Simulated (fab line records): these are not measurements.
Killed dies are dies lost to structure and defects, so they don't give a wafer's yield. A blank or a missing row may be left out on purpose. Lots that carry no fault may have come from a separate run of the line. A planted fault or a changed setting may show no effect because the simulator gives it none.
Which tool did it?	flow rit-cmos	13 lots, 39 wafers sampled, at 1 step of a route of 202

== WHAT THE GAUGES SHOWED, per wafer ==
The record holds no reading of a measuring or inspecting step that can be judged against a usual standard deviation.

== EACH LOT AND THE TOOL THAT RAN IT (in order: tool; ch and the chambers of the sampled wafers; start) ==
lot	RIT_NSD_EXPOSE_03
L705	iline-stepper-02 ch 0, day 3 09:22
L707	iline-stepper-02 ch 0, day 3 13:31
L710	iline-stepper-02 ch 0, day 4 07:31
L709	iline-stepper-02 ch 0, day 4 08:02
L714	iline-stepper-02 ch 0, day 4 21:02
L715	iline-stepper-02 ch 0, day 5 02:22
L719	iline-stepper-01 ch 0, day 5 22:41
L720	iline-stepper-02 ch 0, day 6 05:35
L721	iline-stepper-01 ch 0, day 6 09:52
L723	iline-stepper-01 ch 0, day 7 02:09
L724	iline-stepper-02 ch 0, day 7 08:56
L726	iline-stepper-02 ch 0, day 7 19:40
L727	iline-stepper-01 ch 0, day 8 04:52
- RIT_NSD_EXPOSE_03: exposes mask M9, target cd 40700 nm.

== WHAT THE TOOLS THEMSELVES READ (means of the sampled wafers that have a number; where no wafer has one, the mark that the record gives instead) ==
RIT_NSD_EXPOSE_03. Usual: focus-offset-nm reads 0.0 nm (standard deviation 0.58).
lot	tool	focus-offset-nm (nm)	flag
L705	iline-stepper-02	0.3	
L707	iline-stepper-02	0.2	
L710	iline-stepper-02	-0.1	
L709	iline-stepper-02	-0.2	
L714	iline-stepper-02	0.2	
L715	iline-stepper-02	-0.3	
L719	iline-stepper-01	-0.1	
L720	iline-stepper-02	-0.2	
L721	iline-stepper-01	-0.0	
L723	iline-stepper-01	-0.4	
L724	iline-stepper-02	-0.1	
L726	iline-stepper-02	0.9	
L727	iline-stepper-01	-0.6	

== THE ANSWER, worked out from the rows above alone ==
Rule: lot off if the mean of its wafers having a number is beyond 3 standard deviations from the usual mean. A lot without any number at a reading at which 4 lots or more have one is off too. The other lots that the step has rows for count as sound. After the gauges, taken in route order, come the tools' own readings; for these a lot's mean is taken, as printed above. The first step at which some lot is off is used, and at that step the reading that is off furthest; a lot without a number counts as furthest.
Across all readings shown, no lot is off: no conclusion can be drawn from this.

== WHAT HAD BEEN PUT IN BY THE SIMULATOR ==
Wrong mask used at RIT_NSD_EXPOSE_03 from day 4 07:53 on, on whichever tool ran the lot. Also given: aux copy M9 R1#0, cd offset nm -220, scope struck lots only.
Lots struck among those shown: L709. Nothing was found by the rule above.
